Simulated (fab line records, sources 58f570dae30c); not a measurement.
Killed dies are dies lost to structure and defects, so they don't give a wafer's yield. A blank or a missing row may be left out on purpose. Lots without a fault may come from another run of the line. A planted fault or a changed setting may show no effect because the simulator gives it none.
Problem report in the 8D (eight disciplines) form, filled by code | flow berkeley_cmos170 | the parts of the form that need people (team, actions taken, sign-off) are left out

1. THE PROBLEM
developer_temp_C at UCB170_PWELL_DEVELOP_12 reads a mean of 23.06 C on 6 wafers of 2 lots; wafers without a fault read 21.01 C with a standard deviation of 0.12. That is +17 standard deviations from the usual mean.
The step: develop time 45 s.
First seen on wafer L898.2, day 5 04:00, on litho_track-02. The record holds 42 wafers of 14 lots with a number at this step. Rule for "out", or "out of limits": more than 4 standard deviations from the usual mean. The other wafers with a number count as sound.

2. WHAT IT IS AND WHAT IT IS NOT
question                    | is                     | is not
which readings at this step | developer_temp_C       | -
which lots                  | L898, L899             | L889, L890, L891, L892, L893, L895, L903, L904, L906, L909, L910, L911
which wafers of those lots  | all that have a number | -
read on which tools         | litho_track-02         | litho_track-01, litho_track-03
when                        | from day 5 04:00       | up to then (18 sound wafers); but 18 sound wafers of L903, L904, L906, L909, L910, L911 came after

3. SUSPECTS, AND WHAT RULES EACH OUT
Counting: a tool at a process step up to the reading stays a suspect if it ran every lot that is out and no sound lot after the first of them.
- litho_track-02 at UCB170_PWELL_DEVELOP_12 (develop time 45 s): kept. It ran every lot that is out, first L898 (day 5 04:00), and no sound lot after that; its last sound lot up to then is L891 (day 3 15:00). Its own readings are out on those wafers: developer_temp_C.
Left after counting: litho_track-02 at UCB170_PWELL_DEVELOP_12.

4. THE CAUSE (what the simulator had put in)
Process parameter drift: litho_track-02, from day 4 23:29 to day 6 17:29, at UCB170_PWELL_DEVELOP_12. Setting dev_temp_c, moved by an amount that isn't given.
Counting left only this tool.

5. THE CHAIN OF EFFECTS, in route order
Each row: a reading whose mean over the struck wafers that have a number lies more than 3 standard deviations from the usual. Only readings for which the record gives a usual standard deviation are gone through. hours: the time from each lot's start at the first step in this table that gives one to its start at this step, as a median over the lots. sigmas: the change in usual standard deviations.
hours | step                    | reading          | usual   | on struck wafers | change | sigmas
0     | UCB170_PWELL_DEVELOP_12 | developer_temp_C | 21.01 C | 23.06            | +2.05  | +17
The process steps in it:
- UCB170_PWELL_DEVELOP_12: develop time 45 s.
Later measuring or inspecting steps at which every struck wafer that the step has a row for has a number for every such reading, and none has moved that far: UCB170_ACTIVE_CD_MEAS_90, UCB170_GATE_OVL_MEAS_13.

6. WHAT WOULD HAVE CAUGHT IT SOONER
In this record the first reading out of limits was taken at day 5 04:00, 5 hours after the fault began at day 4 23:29.
